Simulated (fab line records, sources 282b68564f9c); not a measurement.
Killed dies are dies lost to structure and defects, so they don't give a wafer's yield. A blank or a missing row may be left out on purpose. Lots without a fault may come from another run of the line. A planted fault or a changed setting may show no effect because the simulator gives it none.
A struck lot beside a sound one | flow rit_cmos | 17 steps out of a route of 202
Sound: wafers L300.1, L300.5, L300.6. Struck: wafers L312.1, L312.2, L312.3. The cause comes at the end.
At each step with rows: each side's tool, then ch and its chambers, then its first start. Under that, the readings that differ: sound wafers | struck wafers | difference of the means | sigmas: that difference in standard deviations of wafers without a fault.
alike: readings whose means differ by less than 2 such deviations, and words and numbers that are the same on both sides. not compared: withheld readings, readings that some wafer has no value for, bounds like >300 that may hide the same value, and numbers for which the record gives no deviation and whose values overlap.
The two part at a step that has a row with sigmas, a row that says differs or no value, or rows on one side only. Numbers that don't overlap but have no deviation are shown without sigmas and don't part them. A reading that every wafer of one side lacks parts them only if that side has two wafers or more.

first, 1 step without rows for these wafers: RIT_PRETRO_DEVELOP_05 (develop time 68 s).
RIT_PRETRO_OVL_MEAS_06:
  sound on overlay-01, day 3 17:13; struck on overlay-02, day 6 05:10
  alike: PRETRO_OVL
then, 2 steps without rows for these wafers: RIT_PRETRO_HARDBAKE_07 (time 120 s); RIT_PRETRO_IMPLANT_08.
RIT_PRETRO_STRIP_09: strips in O2, time 180 s.
  sound on plasma_asher-01 ch 0,1, day 3 17:39; struck on plasma_asher-02 ch 0,1, day 6 05:37
  alike: drypump_motor_current_A, rf_refl_power_W
  not compared: rf_hours_counter_h
RIT_PRETRO_TW_MEAS_10:
  sound on film_metro-01, day 3 17:50; struck on film_metro-01, day 6 05:47
  alike: PRETRO_TW
then, 5 steps without rows for these wafers: RIT_GATE_WET_ETCH_00 (etches SiO2 in BOE, target depth 56 nm, time 60 s); RIT_GATE_CLEAN_01 (cleans in SC1, time 600 s); RIT_GATE_CLEAN_02 (cleans in dHF, time 30 s); RIT_GATE_CLEAN_03 (cleans in SC2, time 600 s); RIT_GATE_CLEAN_04 (cleans in dHF, time 60 s).
RIT_FOX2_THK_MEAS_91:
  sound on film_metro-03, day 3 18:19; struck on film_metro-03, day 6 06:17
  alike: FIELD_OXIDE_LEFT_2_THK
RIT_GATE_OXIDATION_05: target thk 3 nm, ox time 270 s.
  sound on furnace-01 ch 0, day 3 20:06; struck on furnace-04 ch 0, day 6 06:21
  reading                                     | sound             | struck            | difference | sigmas
  model.SiO2_of_GATE_OXIDATION_05.thk_nm (nm) | 3.104 3.065 3.032 | 2.667 2.748 2.761 | -0.342     |
then, 1 step without rows for these wafers: RIT_GATE_ANNEAL_06 (time 600 s).
RIT_GATE_THK_MEAS_07:
  sound on film_metro-01, day 3 21:26; struck on film_metro-01, day 6 07:41
  reading             | sound          | struck         | difference | sigmas
  GATE_OXIDE_THK (nm) | 3.11 3.07 3.04 | 2.65 2.78 2.79 | -0.33      | -5
then, 1 step without rows for these wafers: RIT_GATE_CVD_08 (deposits poly-Si from SiH4, target thk 250 nm, time 2220 s).
RIT_M1_PROBE_99:
  sound on prober-01, day 4 21:49; struck on prober-01, day 7 15:38
  reading                             | sound             | struck            | difference | sigmas
  model.etest.pmos_0p3.r_on_ohm_um    | 6303 6158 6170    | 5826 5897 6015    | -298       |
  model.etest.pmos_turned.r_on_ohm_um | 3307 3240 3265    | 3387 3365 3367    | +102       |
  model.etest.pmos_0p15.r_on_ohm_um   | 2661 2621 2625    | 2721 2683 2728    | +75        |
  model.etest.nmos_0p3.r_on_ohm_um    | 2151 2138 2102    | 2041 2033 2056    | -87        |
  model.etest.nmos_0p15.drive_ua_um   | 471.2 487.8 483.9 | 514.9 508.8 501.7 | +27.5      |
  model.etest.nmos_narrow.drive_ua_um | 218.8 224.9 225.8 | 262.4 250.5 248.8 | +30.7      |
  model.etest.nmos_0p3.drive_ua_um    | 219.3 227.6 227   | 257.4 251.4 251.5 | +28.8      |
  alike: killed_at_contacts, killed_at_front_end, killed_dies, killed_open, killed_short
  not compared: model.etest.pmos_0p15.drive_ua_um

WHERE THEY PART
Only at RIT_GATE_THK_MEAS_07, within this record. Later steps at which nothing parts them and some readings are alike: RIT_M1_PROBE_99.

WHY: what the simulator had put in
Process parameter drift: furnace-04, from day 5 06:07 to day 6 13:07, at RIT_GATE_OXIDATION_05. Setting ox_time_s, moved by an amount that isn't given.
